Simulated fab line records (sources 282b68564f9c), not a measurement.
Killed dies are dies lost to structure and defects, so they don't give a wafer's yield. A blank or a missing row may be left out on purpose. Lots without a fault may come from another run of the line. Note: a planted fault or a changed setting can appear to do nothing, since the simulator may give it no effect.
A struck lot beside a sound one :: flow rit-cmos :: 14 out of 202 route steps
Sound: wafers L490.1, L490.3, L490.4. The struck wafers were L479.1, L479.4, L479.5. Last of all comes the cause.
Order at every step that has rows: each side's tool, ch and its chambers, its first start. Under that, the readings that differ: sound wafers :: struck wafers :: difference of the means :: sigmas: that difference in standard deviations of wafers without a fault.
alike: same words and numbers on both sides, and readings whose means sit less than 2 such deviations apart. not compared: any withheld reading, any reading some wafer has no value for, any bound like >300 that may hide the same value, and any number with overlapping values for which the record gives no deviation.
The two part at a step that has a row with sigmas, a row that says differs or no value, or rows on one side only. Non-overlapping numbers with no deviation appear without sigmas and do not part them. A reading that every wafer of one side lacks parts them only if that side has two wafers or more.

first, 1 step without rows for these wafers: RIT_CONTACT_HARDBAKE_10 (time 60 s).
RIT_CONTACT_ETCH_11: etches SiO2 in CHF3/CF4/Ar, stops on TiSi2, target depth 480 nm, time 320 s.
  sound on rie-diel-01 ch 0,2,3, day 6 08:46; struck on rie-diel-01 ch 1,3, day 3 21:32
  alike: chamber-pressure-mTorr, drypump-motor-current-A, oes-product-au, throttle-valve-pct
  not compared: rf-hours-counter-h
RIT_CONTACT_STRIP_12: strips in O2, time 180 s.
  sound on plasma-asher-04 ch 0,1, day 6 08:57; struck on plasma-asher-01 ch 0,1, day 3 21:44
  alike: chamber-pressure-mTorr, drypump-motor-current-A
  not compared: rf-hours-counter-h
RIT_CONTACT_CD_MEAS_90: the cd target is 1000 nm.
  struck on cd-sem-01, day 3 21:55; sound on cd-sem-01, day 6 09:08
  alike: cd-nm
then, 2 steps without rows for these wafers: RIT_CONTACT_CLEAN_13 (cleans in SC1, time 600 s); RIT_CONTACT_CLEAN_14 (cleans in SC2, time 600 s).
RIT_M1_SPUTTER_00: material Al, target thk 400 nm, time 500 s.
  struck on pvd-sputter-04, day 3 22:23; sound on pvd-sputter-03, day 6 09:37
  alike: throttle-valve-pct
RIT_M1_RS_MEAS_01: a four-point-probe measurement.
  struck on film-metro-01, day 3 22:40; sound on film-metro-01, day 6 09:54
  alike: M1_AL_RS
RIT_M1_THK_MEAS_02: measures by xrf.
  struck on film-metro-01, day 3 22:47; sound on film-metro-01, day 6 10:01
  alike: M1_AL_THK
then, 3 steps without rows for these wafers: RIT_M1_HMDS_03 (prime time 60 s); RIT_M1_COAT_04 (resist thk 1300 nm); RIT_M1_SOFTBAKE_05 (time 60 s).
RIT_M1_EXPOSE_06: exposes mask M12, target cd 2600 nm.
  struck on iline-stepper-01, day 3 23:18; sound on iline-stepper-01 ch 0, day 6 10:32
  no value came back on the struck wafers for exposure-dose-mJ-cm2, focus-offset-nm (nm); on the sound wafers exposure-dose-mJ-cm2 reads 250.12 249.87 250.20
  alike: mask
next, for these wafers, 1 step has no rows: RIT_M1_PEB_07.

== WHERE THEY PART ==
Within this record, at RIT_M1_EXPOSE_06 only.

WHY: what had been put in by the simulator
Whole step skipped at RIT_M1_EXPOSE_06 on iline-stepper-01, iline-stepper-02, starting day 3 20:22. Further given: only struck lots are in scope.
